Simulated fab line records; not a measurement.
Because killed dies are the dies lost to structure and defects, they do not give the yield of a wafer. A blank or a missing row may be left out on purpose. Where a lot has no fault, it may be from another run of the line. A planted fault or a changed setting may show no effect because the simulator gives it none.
Which tool did it? :: flow rit-cmos :: 42 wafers from 14 lots sampled at 3 of the route's 202 steps

== WHAT THE GAUGES READ, wafer by wafer ==
RIT_SDANNEAL_RS_MEAS_04: measurement is done with a four-point probe.
lot: L832
measured: day 3 06:43
on: film-metro-01
PSD_RS (ohm/sq): 115.81 116.00 115.80

lot: L834
measured: day 3 18:31
on: film-metro-03
PSD_RS (ohm/sq): 115.77 115.34 115.50

lot: L835
measured: day 3 23:35
on: film-metro-02
PSD_RS (ohm/sq): 115.86 115.91 116.07

lot: L838
measured: day 4 13:02
on: film-metro-02
PSD_RS (ohm/sq): 116.10 116.02 115.78

lot: L839
measured: day 4 18:19
on: film-metro-01
PSD_RS (ohm/sq): 115.85 115.86 115.56

lot: L840
measured: day 4 22:16
on: film-metro-02
PSD_RS (ohm/sq): 116.29 115.96 116.14

lot: L841
measured: day 5 03:29
on: film-metro-03
PSD_RS (ohm/sq): 115.68 115.72 115.49

lot: L842
measured: day 5 06:19
on: film-metro-01
PSD_RS (ohm/sq): 115.72 115.79 115.94

lot: L843
measured: day 5 12:40
on: film-metro-02
PSD_RS (ohm/sq): 115.48 115.22 115.32

lot: L848
measured: day 6 10:29
on: film-metro-01
PSD_RS (ohm/sq): 115.83 115.93 116.11

lot: L851
measured: day 7 05:01
on: film-metro-03
PSD_RS (ohm/sq): 121.13 121.14 121.45

lot: L852
measured: day 7 11:00
on: film-metro-03
PSD_RS (ohm/sq): 115.38 115.44 115.27

lot: L853
measured: day 7 13:13
on: film-metro-01
PSD_RS (ohm/sq): 121.74 121.62 121.55

lot: L854
measured: day 7 16:55
on: film-metro-02
PSD_RS (ohm/sq): 115.29 115.64 115.54

RIT_SDANNEAL_RS_MEAS_06: measurement is done with a four-point probe.
lot: L832
measured: day 3 06:58
on: film-metro-01
PLDD_RS (ohm/sq): 178.5 179.0 178.5

lot: L834
measured: day 3 18:45
on: film-metro-03
PLDD_RS (ohm/sq): 177.7 177.0 177.0

lot: L835
measured: day 3 23:50
on: film-metro-02
PLDD_RS (ohm/sq): 179.1 178.9 178.9

lot: L838
measured: day 4 13:16
on: film-metro-02
PLDD_RS (ohm/sq): 178.8 178.8 178.8

lot: L839
measured: day 4 18:33
on: film-metro-01
PLDD_RS (ohm/sq): 178.7 179.1 178.4

lot: L840
measured: day 4 22:31
on: film-metro-02
PLDD_RS (ohm/sq): 179.2 178.7 179.5

lot: L841
measured: day 5 03:43
on: film-metro-03
PLDD_RS (ohm/sq): 178.1 177.8 178.0

lot: L842
measured: day 5 06:34
on: film-metro-01
PLDD_RS (ohm/sq): 178.5 178.5 178.0

lot: L843
measured: day 5 12:55
on: film-metro-02
PLDD_RS (ohm/sq): 178.3 178.7 178.0

lot: L848
measured: day 6 10:43
on: film-metro-01
PLDD_RS (ohm/sq): 178.7 178.4 178.4

lot: L851
measured: day 7 05:16
on: film-metro-03
PLDD_RS (ohm/sq): 183.3 183.5 183.3

lot: L852
measured: day 7 11:14
on: film-metro-03
PLDD_RS (ohm/sq): 177.7 177.7 178.0

lot: L853
measured: day 7 13:28
on: film-metro-01
PLDD_RS (ohm/sq): 184.0 184.8 184.1

lot: L854
measured: day 7 17:09
on: film-metro-02
PLDD_RS (ohm/sq): 178.3 178.4 178.2

== EACH LOT AND THE TOOL THAT RAN IT (in order: tool; ch and the chambers of the sampled wafers; start) ==
lot: L832
RIT_SDANNEAL_RTA_03: rtp-anneal-02 ch 0, day 3 06:39

lot: L834
RIT_SDANNEAL_RTA_03: rtp-anneal-02 ch 0, day 3 18:23

lot: L835
RIT_SDANNEAL_RTA_03: rtp-anneal-01 ch 0, day 3 23:32

lot: L838
RIT_SDANNEAL_RTA_03: rtp-anneal-02 ch 0, day 4 12:58

lot: L839
RIT_SDANNEAL_RTA_03: rtp-anneal-01 ch 0, day 4 18:14

lot: L840
RIT_SDANNEAL_RTA_03: rtp-anneal-02 ch 0, day 4 22:13

lot: L841
RIT_SDANNEAL_RTA_03: rtp-anneal-01 ch 0, day 5 03:25

lot: L842
RIT_SDANNEAL_RTA_03: rtp-anneal-02 ch 0, day 5 06:15

lot: L843
RIT_SDANNEAL_RTA_03: rtp-anneal-01 ch 0, day 5 12:37

lot: L848
RIT_SDANNEAL_RTA_03: rtp-anneal-02 ch 0, day 6 10:25

lot: L851
RIT_SDANNEAL_RTA_03: rtp-anneal-01 ch 0, day 7 04:58

lot: L852
RIT_SDANNEAL_RTA_03: rtp-anneal-02 ch 0, day 7 10:56

lot: L853
RIT_SDANNEAL_RTA_03: rtp-anneal-01 ch 0, day 7 13:10

lot: L854
RIT_SDANNEAL_RTA_03: rtp-anneal-02 ch 0, day 7 16:50
- RIT_SDANNEAL_RTA_03: time 5 s.

== WHAT THE TOOLS THEMSELVES READ (means of the sampled wafers that have a number; where no wafer has one, the mark that the record gives instead) ==
RIT_SDANNEAL_RTA_03.
lot: L832
tool: rtp-anneal-02
wafer_temp_C_max: 1053.9

lot: L834
tool: rtp-anneal-02
wafer_temp_C_max: 1053.7

lot: L835
tool: rtp-anneal-01
wafer_temp_C_max: 1053.2

lot: L838
tool: rtp-anneal-02
wafer_temp_C_max: 1052.8

lot: L839
tool: rtp-anneal-01
wafer_temp_C_max: 1053.3

lot: L840
tool: rtp-anneal-02
wafer_temp_C_max: 1054.2

lot: L841
tool: rtp-anneal-01
wafer_temp_C_max: 1052.6

lot: L842
tool: rtp-anneal-02
wafer_temp_C_max: 1053.7

lot: L843
tool: rtp-anneal-01
wafer_temp_C_max: 1053.2

lot: L848
tool: rtp-anneal-02
wafer_temp_C_max: 1053.6

lot: L851
tool: rtp-anneal-01
wafer_temp_C_max: 1045.9

lot: L852
tool: rtp-anneal-02
wafer_temp_C_max: 1054.4

lot: L853
tool: rtp-anneal-01
wafer_temp_C_max: 1044.3

lot: L854
tool: rtp-anneal-02
wafer_temp_C_max: 1053.1

== THE ANSWER, worked out from the rows above alone ==
Rule: usual is defined by the lots themselves. The widest of any qualifying gaps counts: lots, ordered by their means at a reading, are off when they make up no more than a third of the lots, leave a main group of 4 or more, and stand apart from it by 3 or more times the standard deviation of that group's means. The tables above print the reading to a certain number of digits; a main group whose means all agree to those digits is not used. Also off: a lot with no number at a reading for which 4 or more lots have one. Any other lot the step has rows for is counted as sound. The gauges are gone through in route order, then the tools' own readings, and for those a lot's mean is taken as printed above. At the first step where some lot is off, the reading lying furthest off is the one used; lots without a number count as furthest.
Off: L851, L853, at RIT_SDANNEAL_RS_MEAS_04 (PSD_RS). The main group: mean 115.73 ohm/sq, standard deviation 0.25.
If a tool, at a process step before that reading, ran all the lots that are off and no sound lot after the first of them, it fits. Not tried: the gauges at RIT_SDANNEAL_RS_MEAS_04; whatever is off there is also off at RIT_SDANNEAL_RTA_03, on other tools, and gauge error can't account for it. One candidate fits, namely rtp-anneal-01 at RIT_SDANNEAL_RTA_03. Its last sound lot is L843 (day 5 12:37), its first lot that is off L851 (day 7 04:58): a fault that began between those two fits.
On the lots that are off, the tool's own readings at RIT_SDANNEAL_RTA_03 differ by more than 5 times the standard deviation of the sound lots' means, which bears it out; wafer_temp_C_max reads 1045.1 there versus 1053.5 on the sound lots.

== WHAT THE SIMULATOR HAD INSERTED ==
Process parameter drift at RIT_SDANNEAL_RTA_03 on rtp-anneal-01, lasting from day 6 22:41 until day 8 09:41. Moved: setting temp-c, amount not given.
Struck lots among those shown: L851, L853. The same result came from the rule above.
